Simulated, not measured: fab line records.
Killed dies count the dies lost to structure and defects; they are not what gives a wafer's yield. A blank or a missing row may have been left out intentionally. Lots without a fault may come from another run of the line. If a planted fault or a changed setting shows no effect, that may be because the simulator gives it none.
Code-filled problem report in 8D (eight disciplines) form	flow berkeley_cmos170	the parts of the form that need people (team, actions taken, sign-off) are left out

## 1. THE ISSUE
oes_product_au at UCB170_M1_STRIP_13 reads a mean of 0.642 a.u. on 3 wafers of 3 lots; wafers without a fault read 0.720 a.u. with a standard deviation of 0.0043. Measured from the usual mean, that is -18 standard deviations.
The step: strips in O2.
Earliest sighting: wafer L814.2 on plasma_asher-03 at day 10 10:17. At this step, 45 wafers from 15 lots have a number in the record. Rule for "out", or "out of limits": more than 4 standard deviations from the usual mean. All remaining wafers that have a number are taken as sound.

## 2. WHAT IT IS AND WHAT IT IS NOT
question	is	is not
which readings at this step	oes_product_au	chamber_pressure_mTorr, drypump_motor_current_A
which lots	L814, L817, L819	L804, L805, L806, L807, L812, L815, L816, L822, L823, L824, L825, L826
which wafers of those lots	L814.2, L817.3, L819.6	L814.4, L814.6, L817.2, L817.6, L819.1, L819.5
read on which tools	plasma_asher-03	plasma_asher-01, plasma_asher-02
when	from day 10 10:17	up to then (20 sound wafers); but 22 sound wafers of L816, L817, L819, L822, L823, L824, L825, L826 came after

## 3. SUSPECTS, AND WHAT RULES EACH OUT
Counting: if a tool at a process step up to the reading ran every lot that is out, it stays a suspect. Sound lots after the first of them don't rule it out here, since some wafers of a struck lot are sound.
- plasma_asher-03 at UCB170_M1_STRIP_13 (strips in O2): kept. Every lot that is out went through it, the first being L814 (day 10 10:17); the last sound lot it ran before that was L812 (day 10 01:43). Its own oes_product_au readings are out on those wafers.
- The sound lot-mates ran in chamber 1 of plasma_asher-03 at UCB170_M1_STRIP_13, but the wafers that are out ran in chamber 0.
Left after counting: plasma_asher-03 at UCB170_M1_STRIP_13.

## 4. THE CAUSE (what the simulator had put in)
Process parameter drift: plasma_asher-03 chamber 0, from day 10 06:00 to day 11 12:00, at UCB170_M1_STRIP_13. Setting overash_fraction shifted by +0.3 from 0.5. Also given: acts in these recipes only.
The count eliminated every tool but this one.

## 5. SEQUENCE OF EFFECTS, ordered by route
Rows list readings where the struck wafers' mean (over those with a number) sits beyond 3 standard deviations from the usual. Scope: only readings with a usual standard deviation given in the record; hours: median across lots of the time from each lot's start at the first step in this table that gives one to its start at this step; sigmas: change in usual standard deviations.
hours	step	reading	usual	on struck wafers	change	sigmas
0	UCB170_M1_STRIP_13	oes_product_au	0.720 a.u.	0.642	-0.078	-18
The process steps in it:
- UCB170_M1_STRIP_13: strips in O2.
Later steps that measure or inspect, where all struck wafers having a row at the step show a number for every such reading and not one has moved that far: UCB170_M3_BOW_MEAS_20.

## 6. WHAT WOULD HAVE CAUGHT IT SOONER
In this record no reading fell out of limits until day 10 10:17, 4 hours after the fault had begun at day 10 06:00.
